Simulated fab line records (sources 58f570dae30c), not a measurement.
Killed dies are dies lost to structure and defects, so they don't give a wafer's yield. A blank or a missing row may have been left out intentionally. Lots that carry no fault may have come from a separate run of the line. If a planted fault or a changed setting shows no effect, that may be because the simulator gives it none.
Code-filled problem report in 8D (eight disciplines) form / flow berkeley_cmos170 / the parts of the form that need people (team, actions taken, sign-off) are left out

== 1. THE PROBLEM ==
Mean of heater_power_total_W at UCB170_GATE_SOFTBAKE_08: 56.15 W across 6 wafers in 2 lots; on wafers with no fault it is 56.79 W (standard deviation 0.048). That is -13 standard deviations from the usual mean.
The step: time 60 s.
The first sign was on wafer L548.1 at day 7 13:00, on litho_track-04. The record has a number at this step for 42 wafers belonging to 14 lots. Rule for "out" (also "out of limits"): further than 4 standard deviations from the usual mean. The other wafers with a number count as sound.

== 2. WHAT IT IS, AND WHAT IT ISN'T ==
question=which readings at this step | is=heater_power_total_W, plate_temp_C | is not=-
question=which lots | is=L548, L549 | is not=L537, L539, L541, L542, L543, L545, L554, L555, L556, L557, L559, L560
question=which wafers of those lots | is=all that have a number | is not=-
question=read on which tools | is=litho_track-04 | is not=litho_track-01, litho_track-02
question=when | is=from day 7 13:00 | is not=up to then (18 sound wafers); but 18 sound wafers of L554, L555, L556, L557, L559, L560 came after

== 3. SUSPECTS, AND WHAT RULES EACH OUT ==
Counting: a tool stays on the suspect list if, at a process step up to the reading, it processed all lots that are out and no sound lot following the first of them.
- litho_track-04 at UCB170_GATE_SOFTBAKE_08 (time 60 s): kept. It processed each lot that is out, first L548 at day 7 13:00, and no sound lot thereafter; up to then, the last sound lot it processed was L543 at day 7 04:00. Its own heater_power_total_W, plate_temp_C readings are out on those wafers.
Left after counting: litho_track-04 at UCB170_GATE_SOFTBAKE_08.

== 4. THE CAUSE (what the simulator had put in) ==
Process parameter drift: litho_track-04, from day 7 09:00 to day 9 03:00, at UCB170_GATE_SOFTBAKE_08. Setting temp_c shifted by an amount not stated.
Counting left only this tool.

== 5. SEQUENCE OF EFFECTS, ordered by route ==
Each row: a reading where the mean over the struck wafers with a number is more than 3 standard deviations away from the usual. Readings are gone through only where the record gives a usual standard deviation; hours: the median, over the lots, of the time from a lot's start at the first step in this table giving one to that lot's start at this step; sigmas: the change measured in usual standard deviations.
hours=0; step=UCB170_GATE_SOFTBAKE_08; reading=heater_power_total_W; usual=56.79 W; on struck wafers=56.15; change=-0.64; sigmas=-13
hours=0; step=UCB170_GATE_SOFTBAKE_08; reading=plate_temp_C; usual=130.00 C; on struck wafers=128.89; change=-1.11; sigmas=-8.5
It contains these process steps:
- UCB170_GATE_SOFTBAKE_08: time 60 s.

== 6. HOW IT WOULD HAVE BEEN CAUGHT EARLIER ==
In this record the first reading out of limits was taken at day 7 13:00, 4 hours after the fault began at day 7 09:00.
